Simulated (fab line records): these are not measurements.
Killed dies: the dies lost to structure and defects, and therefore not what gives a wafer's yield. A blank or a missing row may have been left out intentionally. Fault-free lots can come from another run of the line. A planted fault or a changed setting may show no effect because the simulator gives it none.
Comparing a struck lot with a sound one / flow rit_cmos / 43 steps out of a route of 202
Sound: the wafers L352.1, L352.4, L352.6. Struck: wafer L362.2. (L362.4, L362.6 of the same lot were not struck and are left out.) The cause comes at the end.
At each step with rows: each side's tool, then ch and its chambers, then its first start. Under that, the readings that differ: sound wafers / struck wafers / difference of the means / sigmas: that difference in standard deviations of wafers without a fault.
alike: readings with means less than 2 such deviations apart, plus words and numbers identical on both sides. not compared: withheld readings, readings lacking a value on some wafer, bounds such as >300 that could conceal the same value, and numbers that have no deviation in the record and whose values overlap.
A row with sigmas, a row that says differs or no value, or rows on one side alone: a step with any of these is where the two part. Numbers that don't overlap but have no deviation are shown without sigmas and don't part them. A reading that every wafer of one side lacks parts them only if that side has two wafers or more.

first, 2 steps without rows for these wafers: RIT_PSD_IMPLANT_08; RIT_PSD_STRIP_09 (strips in O2, time 180 s).
RIT_PSD_TW_MEAS_10:
  sound: film_metro-03 at day 4 03:26; struck: film_metro-03 at day 6 07:56
  alike: PSD_TW
then, 3 steps without rows for these wafers: RIT_SDANNEAL_CLEAN_00 (cleans in SC1, time 600 s); RIT_SDANNEAL_CLEAN_01 (cleans in dHF, time 30 s); RIT_SDANNEAL_CLEAN_02 (cleans in SC2, time 600 s).
RIT_SDANNEAL_RTA_03: time 5.222 s.
  sound on rtp_anneal-01 ch 0, day 4 03:55; struck on rtp_anneal-01 ch 0, day 6 08:22
  alike: wafer_temp_C_max
RIT_SDANNEAL_RS_MEAS_04: a four-point-probe measurement.
  sound: film_metro-03 at day 4 03:58; struck: film_metro-04 at day 6 08:26
reading=PSD_RS (ohm/sq); sound=116.1 115.9 115.9; struck=115.2; difference=-0.8; sigmas=-2
RIT_SDANNEAL_RS_MEAS_05: a four-point-probe measurement.
  sound: film_metro-03 at day 4 04:05; struck: film_metro-04 at day 6 08:33
  alike: NSD_RS
RIT_SDANNEAL_RS_MEAS_06: a four-point-probe measurement.
  sound: film_metro-03 at day 4 04:12; struck: film_metro-04 at day 6 08:40
  alike: PLDD_RS
RIT_SDANNEAL_RS_MEAS_07: a four-point-probe measurement.
  sound: film_metro-03 at day 4 04:19; struck: film_metro-04 at day 6 08:47
  alike: NLDD_RS
then, 1 step without rows for these wafers: RIT_SILICIDE_WET_ETCH_00 (etches SiO2 in BOE, target depth 14 nm, time 15 s).
RIT_SILICIDE_SPUTTER_01: material Ti, target thk 30 nm, time 240 s.
  sound: pvd_sputter-04 at day 4 04:28; struck: pvd_sputter-01 at day 6 08:55
reading=throttle_valve_pct (%); sound=30.1 31.8 30.1; struck=27.6; difference=-3.1; sigmas=-3
RIT_SILICIDE_RS_MEAS_02: a four-point-probe measurement.
  sound: film_metro-02 at day 4 04:37; struck: film_metro-02 at day 6 09:05
  alike: SILICIDE_TI_RS
RIT_SILICIDE_THK_MEAS_03: measures by xrf.
  sound: film_metro-02 at day 4 04:44; struck: film_metro-02 at day 6 09:11
  alike: SILICIDE_TI_THK
RIT_SILICIDE_RTA_04: time 10 s, ramp up 5 s, ramp down 5 s.
  sound on rtp_anneal-02 ch 0, day 4 04:47; struck on rtp_anneal-02 ch 0, day 6 09:15
  alike: wafer_temp_C_max
then, 1 step without rows for these wafers: RIT_SILICIDE_WET_ETCH_05 (etches Ti in SPM, time 120 s).
RIT_SILICIDE_RTA_06: time 10 s, ramp up 5 s, ramp down 10 s.
  sound on rtp_anneal-01 ch 0, day 4 04:53; struck on rtp_anneal-01 ch 0, day 6 09:22
  alike: wafer_temp_C_max
then, 1 step without rows for these wafers: RIT_CONTACT_CVD_00 (deposits SiO2 from TEOS, target thk 400 nm, time 63.48 s).
RIT_CONTACT_THK_MEAS_01:
  sound: film_metro-02 at day 4 05:01; struck: film_metro-04 at day 6 09:30
  alike: CONTACT_TEOS_THK
then, 6 steps without rows for these wafers: RIT_CONTACT_HMDS_02 (prime time 60 s); RIT_CONTACT_COAT_03 (resist thk 1000 nm); RIT_CONTACT_SOFTBAKE_04 (time 60 s); RIT_CONTACT_EXPOSE_05 (exposes mask M11, target cd 1000 nm); RIT_CONTACT_PEB_06; RIT_CONTACT_DEVELOP_07 (develop time 120 s).
RIT_CONTACT_CD_MEAS_08 targets a cd of 1000 nm.
  sound: cd_sem-01 at day 4 06:10; struck: cd_sem-02 at day 6 10:32
  alike: cd_nm
RIT_CONTACT_OVL_MEAS_09:
  sound: overlay-02 at day 4 06:17; struck: overlay-01 at day 6 10:38
  alike: CONTACT_OVL
then, 1 step without rows for these wafers: RIT_CONTACT_HARDBAKE_10 (time 60 s).
RIT_CONTACT_ETCH_11: etches SiO2 in CHF3/CF4/Ar, stops on TiSi2, target depth 480 nm, time 320 s.
  sound on rie_diel-04 ch 1,2,3, day 4 06:28; struck on rie_diel-03 ch 2, day 6 10:49
  alike: drypump_motor_current_A, oes_product_au, throttle_valve_pct
  not compared: rf_hours_counter_h
then, 1 step without rows for these wafers: RIT_CONTACT_STRIP_12 (strips in O2, time 180 s).
RIT_CONTACT_CD_MEAS_90 targets a cd of 1000 nm.
  sound: cd_sem-01 at day 4 06:50; struck: cd_sem-02 at day 6 11:13
  alike: cd_nm
then, 2 steps without rows for these wafers: RIT_CONTACT_CLEAN_13 (cleans in SC1, time 600 s); RIT_CONTACT_CLEAN_14 (cleans in SC2, time 600 s).
RIT_M1_SPUTTER_00: material Al, target thk 400 nm, time 500 s.
  sound: pvd_sputter-02 at day 4 07:19; struck: pvd_sputter-04 at day 6 11:40
  alike: throttle_valve_pct
RIT_M1_RS_MEAS_01: a four-point-probe measurement.
  sound: film_metro-01 at day 4 07:36; struck: film_metro-04 at day 6 12:20
  alike: M1_AL_RS
RIT_M1_THK_MEAS_02: measures by xrf.
  sound: film_metro-01 at day 4 07:43; struck: film_metro-04 at day 6 12:27
  alike: M1_AL_THK
then, 5 steps without rows for these wafers: RIT_M1_HMDS_03 (prime time 60 s); RIT_M1_COAT_04 (resist thk 1325 nm); RIT_M1_SOFTBAKE_05 (time 60 s); RIT_M1_EXPOSE_06 (exposes mask M12, target cd 2600 nm); RIT_M1_PEB_07.
RIT_M1_PROBE_99:
  sound: prober-02 at day 4 11:34; struck: prober-01 at day 6 16:05
reading=killed_at_front_end; sound=8 4 9; struck=25; difference=+18; sigmas=+6
reading=killed_dies; sound=8 4 9; struck=25; difference=+18; sigmas=+6
  alike: killed_at_contacts, killed_open, killed_short

## WHERE THEY PART
Earliest at RIT_SDANNEAL_RS_MEAS_04; latest, in this record, at RIT_M1_PROBE_99.

WHY: what had been put in by the simulator
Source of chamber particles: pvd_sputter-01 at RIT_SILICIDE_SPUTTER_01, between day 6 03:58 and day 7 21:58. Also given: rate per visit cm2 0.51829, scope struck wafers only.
